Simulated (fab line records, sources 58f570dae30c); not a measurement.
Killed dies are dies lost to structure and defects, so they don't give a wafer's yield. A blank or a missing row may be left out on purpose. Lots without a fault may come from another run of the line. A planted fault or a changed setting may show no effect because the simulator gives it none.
fab line records | flow berkeley_cmos170
record lots=14 wafers=42 last_day=14
route steps=331 shown ACTIVE@62 FIELD@96 NSD@194 M1@239
lots that met no fault: from a run of the same line without faults
start_h: hours from the record's first day to the start of the lot's first wafer shown | wait_h: hours since the lot's step before | " the same as in the row above | L1.1+2: a row that stands for several wafers | - no value, or no start given | * or withheld: withheld | < > ~ a bound
route shown NAME@n: a module of which the file shows steps, and the number in the route of the first | usual: mean/standard deviation of fault-free wafers | same: alike in all rows | chamber/n: place in a boat | sites: the reading at each site | _std_site: their standard deviation | _edge_site: outer sites' mean less inner sites' | radius_mm: how far each site lies from the wafer's centre | mask NAME#n: copy n | behind: the tool/chamber that last shaped the wafer | hold: why the lot was held/for how many hours/how that ended | device: the transistor (n, p or np) that didn't switch | end of line: the same wafers' tests at the end of the route | a step without rows: its recipe alone | killed: dies lost to structure and defects at the first sort, not the wafer's yield | map: a wafer's dies, x killed, . not, _ none there
set.NAME: the setting as run; set.NAME@STEP: as run at that earlier step | model.NAME: the simulator's own value behind a step, which no gauge read
steps of the route over a sample of lots; a table a step, a row a wafer
services: from which hour (start_h, from the record's first day; less than 0 if before it) a tool's chamber was out of use, for how many hours, and why
## steps
# step UCB170_ACTIVE_OXIDATION_02
# recipe temp_c=1000 ambient=O2 target_thk_a=264 ox_time_s=1260
# usual ox_temp_c=999.9/0.4 ox_temp_c_max=1002.8/0.76 zone_power_centre_pct=51.1/3
# columns lot.wafer tool chamber start_h wait_h ox_temp_c ox_temp_c_max zone_power_centre_pct
L261.1 furnace-02 0 77.00 2.7 999.9 1004.6 47.6
L261.2 " 0 " " 1000.0 1003.5 48.2
L261.6 " 0 " " 1000.0 1003.3 47.5
L262.3 furnace-02 0 77.00 2.7 999.7 1003.2 48.5
L262.4 " 0 " " 1000.1 1004.2 48.0
L262.5 " 0 " " 999.9 1004.3 47.7
L263.3 furnace-04 0 91.16 5.1 1000.0 1002.2 50.3
L263.5 " 0 " " 1000.4 1003.4 50.1
L263.6 " 0 " " 1000.5 1003.2 50.3
L264.1 furnace-04 0 99.03 3.7 999.0 1001.7 49.9
L264.2 " 0 " " 999.2 1001.8 50.3
L264.3 " 0 " " 999.6 1002.4 50.2
L265.1 furnace-04 0 99.03 3.7 1000.0 1002.4 49.6
L265.3 " 0 " " 999.8 1002.3 50.0
L265.4 " 0 " " 1000.4 1002.4 51.2
L266.1 furnace-04 0 99.03 3.7 1000.3 1003.3 50.5
L266.3 " 0 " " 999.3 1001.8 50.9
L266.6 " 0 " " 1000.0 1003.3 50.4
L268.2 furnace-04 0 124.75 7.3 1000.0 1002.0 49.9
L268.5 " 0 " " 999.9 1002.9 50.2
L268.6 " 0 " " 1000.4 1003.4 50.6
L269.1 furnace-04 0 124.75 7.3 999.4 1002.3 50.3
L269.4 " 0 " " 1000.1 1002.4 50.1
L269.6 " 0 " " 1000.3 1002.6 50.1
L272.4 furnace-01 0 134.73 4.0 1000.1 1003.2 55.3
L272.5 " 0 " " 999.4 1002.4 54.7
L272.6 " 0 " " 999.7 1002.1 55.5
L274.1 furnace-02 0 146.82 5.6 999.9 1003.1 47.4
L274.2 " 0 " " 1000.4 1004.7 48.2
L274.5 " 0 " " 1000.1 1003.6 47.7
L279.2 furnace-04 - 180.71 4.4 - - -
L279.4 " - " " - - -
L279.6 " - " " - - -
L280.1 furnace-04 - 180.71 4.4 - - -
L280.2 " - " " - - -
L280.6 " - " " - - -
L283.1 furnace-01 0 199.98 2.5 1000.5 1002.8 55.4
L283.3 " 0 " " 1000.2 1002.8 56.4
L283.4 " 0 " " 1000.2 1002.5 56.1
L284.2 furnace-01 0 199.98 2.5 999.9 1002.4 54.5
L284.4 " 0 " " 1000.4 1002.7 54.7
L284.6 " 0 " " 1000.8 1003.2 55.0
# step UCB170_FIELD_THK_MEAS_90
# recipe reads=SiO2_of_FIELD_OXIDATION_01
# usual FIELD_OXIDE_LEFT_1_THK=441/11
# columns lot.wafer tool chamber start_h wait_h FIELD_OXIDE_LEFT_1_THK[nm]
L261.1 film_metro-04 - 105.46 0.0 445
L261.2 " - " " 445
L261.6 " - " " 444
L262.3 film_metro-03 - 105.48 0.0 438
L262.4 " - " " 433
L262.5 " - " " 438
L263.3 film_metro-01 - 123.55 0.0 452
L263.5 " - " " 455
L263.6 " - " " 453
L264.1 film_metro-01 - 132.83 0.0 453
L264.2 " - " " 449
L264.3 " - " " 463
L265.1 film_metro-03 - 132.83 0.0 453
L265.3 " - " " 459
L265.4 " - " " 449
L266.1 film_metro-04 - 132.83 0.0 461
L266.3 " - " " 457
L266.6 " - " " 463
L269.1 film_metro-04 - 156.54 0.0 424
L269.4 " - " " 436
L269.6 " - " " 442
L268.2 film_metro-03 - 156.55 0.0 462
L268.5 " - " " 452
L268.6 " - " " 457
L272.4 film_metro-01 - 161.84 0.0 435
L272.5 " - " " 439
L272.6 " - " " 433
L274.1 film_metro-04 - 175.75 0.0 443
L274.2 " - " " 437
L274.5 " - " " 441
L283.1 film_metro-03 - 234.45 0.0 433
L283.3 " - " " 450
L283.4 " - " " 433
L284.2 film_metro-01 - 234.46 0.0 431
L284.4 " - " " 420
L284.6 " - " " 436
# step UCB170_NSD_OVL_MEAS_07
# usual NSD_OVL=2/4.5
# columns lot.wafer tool chamber start_h wait_h NSD_OVL[nm]
L261.1 overlay-02 - 158.02 0.1 3
L261.2 " - " " 4
L261.6 " - " " -2
L262.3 overlay-01 - 158.21 0.1 1
L262.4 " - " " 0
L262.5 " - " " 1
L263.3 overlay-01 - 175.90 0.1 -3
L263.5 " - " " 4
L263.6 " - " " 9
L266.1 overlay-02 - 183.97 0.1 6
L266.3 " - " " 2
L266.6 " - " " 0
L264.1 overlay-01 - 184.09 0.1 2
L264.2 " - " " 3
L264.3 " - " " 6
L265.1 overlay-01 - 184.33 0.1 -1
L265.3 " - " " 6
L265.4 " - " " 2
L269.1 overlay-01 - 199.87 0.1 -1
L269.4 " - " " 2
L269.6 " - " " -1
L268.2 overlay-02 - 200.15 0.1 7
L268.5 " - " " -2
L268.6 " - " " -10
L272.4 overlay-02 - 218.82 0.1 -3
L272.5 " - " " 7
L272.6 " - " " 0
L274.1 overlay-01 - 226.53 0.1 6
L274.2 " - " " 7
L274.5 " - " " 6
L283.1 overlay-01 - 292.69 0.1 -3
L283.3 " - " " -4
L283.4 " - " " -7
L284.2 overlay-01 - 293.25 0.1 4
L284.4 " - " " -2
L284.6 " - " " 8
# step UCB170_M1_RS_MEAS_01
# recipe thk_meas_gauge=four-point-probe reads=Al_of_M1_SPUTTER_00
# usual M1_AL_RS=0.0485/0.00049
# columns lot.wafer tool chamber start_h wait_h M1_AL_RS[ohm/sq]
L261.1 film_metro-04 - 168.09 0.0 0.0487
L261.2 " - " " 0.0484
L261.6 " - " " 0.0480
L262.3 film_metro-03 - 172.38 0.1 0.0487
L262.4 " - " " 0.0490
L262.5 " - " " 0.0485
L263.3 film_metro-03 - 183.18 0.1 0.0478
L263.5 " - " " 0.0480
L263.6 " - " " 0.0483
L266.1 film_metro-02 - 190.67 0.0 0.0487
L266.3 " - " " 0.0490
L266.6 " - " " 0.0493
L264.1 film_metro-04 - 190.98 0.0 0.0486
L264.2 " - " " 0.0490
L264.3 " - " " 0.0488
L265.1 film_metro-03 - 192.59 0.0 0.0478
L265.3 " - " " 0.0491
L265.4 " - " " 0.0483
L269.1 film_metro-02 - 207.17 0.0 0.0480
L269.4 " - " " 0.0479
L269.6 " - " " 0.0478
L268.2 film_metro-03 - 210.55 0.1 0.0490
L268.5 " - " " 0.0492
L268.6 " - " " 0.0489
L272.4 film_metro-02 - 225.92 0.1 0.0483
L272.5 " - " " 0.0487
L272.6 " - " " 0.0487
L274.1 film_metro-03 - 236.78 0.0 0.0480
L274.2 " - " " 0.0478
L274.5 " - " " 0.0476
L284.2 film_metro-04 - 305.77 0.1 0.0484
L284.4 " - " " 0.0487
L284.6 " - " " 0.0486
L283.1 film_metro-02 - 306.89 0.0 0.0487
L283.3 " - " " 0.0487
L283.4 " - " " 0.0491
## services
# columns tool chamber start_h hours kind
furnace-04 - 56.74 8.4 pm
furnace-04 - 65.14 3.0 pm
furnace-04 - 144.85 3.3 pm
furnace-04 - 195.41 2.4 pm
## key
first_sign step=UCB170_ACTIVE_OXIDATION_02 reading=tool_record direction=missing
effect none on later readings
met_at UCB170_ACTIVE_OXIDATION_02
struck_lots L279,L280
later_rows_left_out L279.2,L279.4,L279.6,L280.1,L280.2,L280.6
sort_left_out L279.2,L279.4,L279.6,L280.1,L280.2,L280.6
tester_left_out L279,L280
not_acting_at UCB170_FIELD_THK_MEAS_90,UCB170_NSD_OVL_MEAS_07,UCB170_M1_RS_MEAS_01
onset_between 124.75 180.71
fault kind=skipped_step_whole tool=furnace-04 chamber=- onset_h=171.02 steps=UCB170_ACTIVE_OXIDATION_02 scope=struck_lots_only
# tester_left_out: of these lots the tester's yield and bins aren't shown, on N5 and GAA mostly nor the transistor test; their killed dies are dies lost to structure and defects alone, not to doping, threshold or leakage, so they don't give the yield
# sort_left_out: the simulated sort isn't trusted on such a fault, so these wafers' sort isn't shown, and their yield isn't known
# later_rows_left_out: the simulator's readings of these wafers behind a module that went badly wrong aren't trusted and aren't shown, but for the sort
